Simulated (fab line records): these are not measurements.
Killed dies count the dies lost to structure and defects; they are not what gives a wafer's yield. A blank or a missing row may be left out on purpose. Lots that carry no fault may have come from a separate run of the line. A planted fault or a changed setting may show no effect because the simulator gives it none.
Which tool was responsible? -- flow berkeley-cmos170 -- Sampling: 14 lots, 42 wafers, 6 of 331 route steps

## WHAT THE GAUGES READ, wafer by wafer
UCB170_V1_CD_MEAS_12: the cd target is 700 nm. Usual: cd-nm at 699.7 nm, with a standard deviation of 1.4.
lot,measured,on,cd-nm (nm),flag
L659,day 8 05:46,cd-sem-01,698.8 698.1 699.5,
L660,day 8 11:01,cd-sem-01,703.4 701.1 702.0,
L661,day 8 20:10,cd-sem-01,699.6 699.4 699.9,
L662,day 9 05:13,cd-sem-01,699.8 700.9 700.9,
L667,day 9 21:17,cd-sem-01,697.5 699.3 697.9,
L668,day 10 19:26,cd-sem-01,700.5 699.4 698.9,
L672,day 11 03:36,cd-sem-01,700.1 698.4 698.6,
L670,day 11 04:21,cd-sem-01,701.5 700.6 703.3,
L675,day 11 16:31,cd-sem-01,698.7 696.7 698.6,
L674,day 11 20:32,cd-sem-01,698.3 699.0 699.7,
L678,day 13 12:25,cd-sem-02,698.7 699.0 700.0,
L679,day 13 20:40,cd-sem-02,697.6 698.8 698.1,
L682,day 13 23:19,cd-sem-01,697.2 696.5 697.5,
L681,day 14 01:39,cd-sem-01,699.9 701.9 699.6,

UCB170_V2_CD_MEAS_90: the cd target is 700 nm. Usual: cd-nm at 699.5 nm, with a standard deviation of 1.1.
lot,measured,on,cd-nm (nm),flag
L659,day 8 11:47,cd-sem-02,699.5 701.9 699.3,
L660,day 8 16:34,cd-sem-01,699.7 699.6 700.6,
L661,day 9 01:46,cd-sem-01,701.0 700.3 700.4,
L662,day 9 11:45,cd-sem-01,699.2 700.0 698.5,
L667,day 10 05:19,cd-sem-01,699.6 698.4 698.0,
L668,day 11 00:53,cd-sem-01,699.2 698.5 699.8,
L672,day 11 09:07,cd-sem-02,699.3 700.1 697.8,
L670,day 11 09:33,cd-sem-02,699.1 700.6 699.8,
L675,day 11 22:17,cd-sem-01,701.0 699.2 700.0,
L674,day 12 03:07,cd-sem-02,698.7 700.1 698.0,
L678,day 13 19:02,cd-sem-01,702.1 701.2 701.7,
L679,day 14 06:41,cd-sem-02,700.0 700.8 700.7,
L682,day 14 09:04,cd-sem-02,698.4 698.5 697.8,
L681,day 14 09:47,cd-sem-02,700.1 700.0 699.8,

UCB170_M3_RS_MEAS_02: uses a four-point probe to measure. Usual: M3_AL_RS gives 0.0325 ohm/sq (standard deviation 0.00037).
lot,measured,on,M3_AL_RS (ohm/sq),flag
L659,day 8 12:04,film-metro-03,0.0323 0.0319 0.0320,
L660,day 8 16:50,film-metro-04,0.0322 0.0316 0.0323,
L661,day 9 02:02,film-metro-04,0.0320 0.0324 0.0320,
L662,day 9 12:01,film-metro-04,0.0328 0.0321 0.0321,
L667,day 10 05:35,film-metro-04,0.0477 0.0476 0.0472 0.0477 0.0475 0.0474,OFF
L668,day 11 01:10,film-metro-02,0.0323 0.0327 0.0326,
L672,day 11 09:23,film-metro-04,0.0321 0.0323 0.0320,
L670,day 11 09:49,film-metro-03,0.0445 0.0465 0.0462 0.0446 0.0464 0.0463,OFF
L675,day 11 22:34,film-metro-02,0.0321 0.0322 0.0320,
L674,day 12 03:23,film-metro-03,0.0325 0.0329 0.0327,
L678,day 13 19:19,film-metro-03,0.0324 0.0327 0.0325,
L679,day 14 06:58,film-metro-02,0.0326 0.0320 0.0323,
L682,day 14 09:20,film-metro-04,0.0323 0.0320 0.0321,
L681,day 14 10:04,film-metro-03,0.0318 0.0321 0.0320,

UCB170_M3_THK_MEAS_03: measures by xrf. Usual: M3_AL_THK gives 884 nm (standard deviation 11).
lot,measured,on,M3_AL_THK (nm),flag
L659,day 8 12:11,film-metro-03,885 897 895,
L660,day 8 16:56,film-metro-04,887 910 889,
L661,day 9 02:08,film-metro-04,898 882 893,
L662,day 9 12:08,film-metro-04,875 893 891,
L667,day 10 10:45,film-metro-04,604 611 617 608 607 614,OFF
L668,day 11 01:17,film-metro-02,895 881 892,
L672,day 11 09:30,film-metro-04,889 890 906,
L670,day 11 12:08,film-metro-03,642 617 618 641 612 617,OFF
L675,day 11 22:41,film-metro-02,903 898 901,
L674,day 12 03:30,film-metro-03,878 868 870,
L678,day 13 19:26,film-metro-03,882 870 883,
L679,day 14 07:05,film-metro-02,888 900 889,
L682,day 14 09:26,film-metro-04,895 908 899,
L681,day 14 10:11,film-metro-03,894 883 890,

UCB170_M3_OVL_MEAS_16. Usual: M3_OVL gives 0 nm (standard deviation 5.3).
lot,measured,on,M3_OVL (nm),flag
L659,day 8 13:58,overlay-02,-5 -8 -8,
L660,day 8 18:44,overlay-01,1 -11 -1,
L661,day 9 04:00,overlay-01,1 9 3,
L662,day 9 13:53,overlay-02,3 4 0,
L667,day 10 18:04,overlay-01,-3 -5 -3,
L668,day 11 03:22,overlay-02,-2 4 -7,
L672,day 11 11:22,overlay-01,-2 0 -6,
L670,day 11 15:28,overlay-01,5 10 7,
L675,day 12 01:13,overlay-01,3 -3 6,
L674,day 12 05:52,overlay-01,1 3 -9,
L678,day 13 21:41,overlay-02,6 -2 0,
L679,day 14 10:01,overlay-02,-3 -8 -7,
L682,day 14 12:05,overlay-01,-7 -8 -8,
L681,day 14 13:25,overlay-01,8 2 -2,

## TOOL THAT RAN EACH LOT (tool first, then ch and the chambers of the sampled wafers, then the start)
lot,UCB170_M3_SPUTTER_01
L659,"pvd-sputter-03, day 8 11:59"
L660,"pvd-sputter-02, day 8 16:43"
L661,"pvd-sputter-01, day 9 01:55"
L662,"pvd-sputter-03, day 9 11:56"
L667,"pvd-sputter-02, day 10 05:31"
L668,"pvd-sputter-01, day 11 01:05"
L672,"pvd-sputter-03, day 11 09:17"
L670,"pvd-sputter-02, day 11 09:41"
L675,"pvd-sputter-03, day 11 22:29"
L674,"pvd-sputter-01, day 12 03:18"
L678,"pvd-sputter-01, day 13 19:14"
L679,"pvd-sputter-03, day 14 06:53"
L682,"pvd-sputter-02, day 14 09:14"
L681,"pvd-sputter-03, day 14 09:58"
- UCB170_M3_SPUTTER_01: material Al, target thk 900 nm, time 120 s.

## WHAT THE TOOLS THEMSELVES READ (means of the sampled wafers that have a number; where no wafer has one, the mark that the record gives instead)
UCB170_M3_SPUTTER_01. Usual: cathode-dc-power-W 6000.0 W, standard deviation 0.98; chamber-pressure-pa 0.5002 Pa, standard deviation 0.0009; throttle-valve-pct 29.9 %, standard deviation 1.1.
lot,tool,cathode-dc-power-W (W),chamber-pressure-pa (Pa),throttle-valve-pct (%),flag
L659,pvd-sputter-03,6000.6,0.5009,29.2,
L660,pvd-sputter-02,6000.7,0.5006,29.5,
L661,pvd-sputter-01,6000.6,0.4998,29.8,
L662,pvd-sputter-03,6000.0,0.5002,29.6,
L667,pvd-sputter-02,4263.9,0.5005,28.9,OFF
L668,pvd-sputter-01,5999.1,0.4993,31.2,
L672,pvd-sputter-03,5999.8,0.5007,29.7,
L670,pvd-sputter-02,4262.7,0.5005,29.9,OFF
L675,pvd-sputter-03,5998.3,0.5003,29.8,
L674,pvd-sputter-01,5999.8,0.4998,29.6,
L678,pvd-sputter-01,6000.9,0.4990,30.9,
L679,pvd-sputter-03,5999.3,0.4989,30.2,
L682,pvd-sputter-02,5999.9,0.4997,29.0,
L681,pvd-sputter-03,6000.0,0.4999,29.8,

## THE ANSWER, worked out from the rows above alone
Rule: a lot counts as off when the mean over its wafers that have a number is more than 3 standard deviations away from the usual mean. Also off: a lot with no number at a reading for which 4 or more lots have one. Where the step has rows for the other lots, those lots are counted as sound. Order of review: gauges by route order, followed by the tools' own readings, for which a lot's mean as printed above is used. The first step at which some lot is off is used, and at that step the reading that is off furthest; a lot without a number counts as furthest.
Off: at UCB170_M3_RS_MEAS_02 (M3_AL_RS), L667, L670.
If a tool, at a process step before that reading, ran all the lots that are off and no sound lot after the first of them, it fits. Not tried: the gauges at UCB170_M3_RS_MEAS_02; whatever is off there is also off at UCB170_M3_SPUTTER_01, on other tools, and gauge error can't account for it. Not one of the candidates tried fits.

## WHAT WAS PUT IN BY THE SIMULATOR
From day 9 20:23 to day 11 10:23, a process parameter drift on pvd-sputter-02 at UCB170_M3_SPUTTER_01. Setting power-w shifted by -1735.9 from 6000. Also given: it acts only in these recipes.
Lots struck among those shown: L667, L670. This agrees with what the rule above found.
